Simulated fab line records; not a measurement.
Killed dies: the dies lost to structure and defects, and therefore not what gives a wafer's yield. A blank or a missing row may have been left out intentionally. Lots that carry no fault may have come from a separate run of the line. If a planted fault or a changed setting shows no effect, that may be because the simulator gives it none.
Lot-split experiment ; flow rit cmos ; route with 202 steps; 5 lots, 23 wafers read

THE SPLIT ITSELF
At RIT_NWELL_COAT_01 (resist thk 1300 nm), the setting spin rpm was moved away from the recipe's 2000 rpm on 5 of the 23 wafers read, by -4.4% to -3.6%. This setting was run at the recipe's value on the other wafers.

FROM THE SPLIT TO THE READING: what the file shows between them, 1 step
- RIT_NWELL_DEVELOP_05: develop time 68 s (also split here: develop time s)

THE READING
NOVOLAK_of_NWELL_COAT_01.thk nm (the simulator's own value, which no gauge read), in nm, at RIT_NWELL_HARDBAKE_07 (time 120 s). No usual value for it is given in the file. The 18 wafers here that ran the recipe average 1138 nm, standard deviation 3.6 nm.

wafer;tool, chamber at the split;spin rpm as run, rpm;against the recipe;NOVOLAK_of_NWELL_COAT_01.thk nm, nm;against lot-mates on the recipe
L076.1;litho track-03, 0;1927;-3.6%;1158;+18
L076.3;litho track-03, 0;2000;recipe;1142;-
L076.4;litho track-03, 0;1927;-3.6%;1156;+16
L076.5;litho track-03, 0;1927;-3.6%;1157;+18
L076.6;litho track-03, 0;2000;recipe;1137;-
L077.1;litho track-04, 0;1912;-4.4%;1163;+24
L077.3;litho track-04, 0;2000;recipe;1138;-
L077.4;litho track-04, 0;2000;recipe;1139;-
L077.5;litho track-04, 0;2000;recipe;1139;-
L077.6;litho track-04, 0;1912;-4.4%;1165;+26
L082.1;litho track-02, 0;2000;recipe;1143;-
L082.3;litho track-02, 0;2000;recipe;1138;-
L082.4;litho track-02, 0;2000;recipe;1139;-
L082.5;litho track-02, 0;2000;recipe;1137;-
L082.6;litho track-02, 0;2000;recipe;1137;-
L083.1;litho track-02, 0;2000;recipe;1141;-
L083.4;litho track-02, 0;2000;recipe;1141;-
L083.6;litho track-02, 0;2000;recipe;1141;-
L083.2;litho track-02, 0;2000;recipe;1142;-
L083.5;litho track-02, 0;2000;recipe;1139;-
L085.1;litho track-03, 0;2000;recipe;1131;-
L085.2;litho track-03, 0;2000;recipe;1130;-
L085.3;litho track-03, 0;2000;recipe;1133;-

FIT RESULTS
A straight line over all 23 wafers: NOVOLAK_of_NWELL_COAT_01.thk nm changes by -5.52 nm for each +1% of spin rpm; r = -0.94; the points scatter about the line by 3.4 nm.
The same after taking each lot's own level away (the mean of its wafers on the recipe; 23 wafers): -5.28 nm for each +1%; r = -0.98; scatter 1.8 nm.
On that fit, the largest move of spin rpm shifts the reading by 23 nm.
Across the lots, their own levels run from 1131.3 to 1140.8 nm, a range of 2.7 times the standard deviation given above.
Consequently the slope shifts little with the lot-to-lot level, the two slopes agreeing.
Check: for one of the wafers moved furthest among these (-4.4%), held out of the fit, the line's prediction against its lot-mates is +22.8 nm. It came out at +24.3 nm against them.

OTHER SPLITS APPLIED TO THESE WAFERS
These wafers also went through other splits before the reading. Each is held against what the fit with the lots' levels taken away leaves over:
other split on the same wafers;wafers away from the commonest value;r with NOVOLAK_of_NWELL_COAT_01.thk nm (lot level and that fit taken away)
RIT_ACTIVE_OXIDATION_01 temp c;15;-0.26
RIT_ACTIVE_EXPOSE_08 dose mj;11;+0.06
RIT_FOX2_CLEAN_02 time s;10;+0.28
RIT_NWELL_DEVELOP_05 develop time s;7;-0.20

THE WHOLE CHAIN: every reading that the file lists as answering this split, in the file's order
step;what it does;reading;change (the file's fit);r (the file's)
RIT_NWELL_COAT_01;resist thk 1300 nm;NOVOLAK_of_NWELL_COAT_01.thk nm (the simulator's own value, which no gauge read);-6.23 nm for each +1% of the setting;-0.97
RIT_NWELL_HARDBAKE_07;time 120 s;NOVOLAK_of_NWELL_COAT_01.thk nm (the simulator's own value, which no gauge read);-5.36 nm for each +1% of the setting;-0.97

FILE'S OWN FIT
NOVOLAK_of_NWELL_COAT_01.thk nm changes by -5.36 nm for each +1% of spin rpm, r = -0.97.
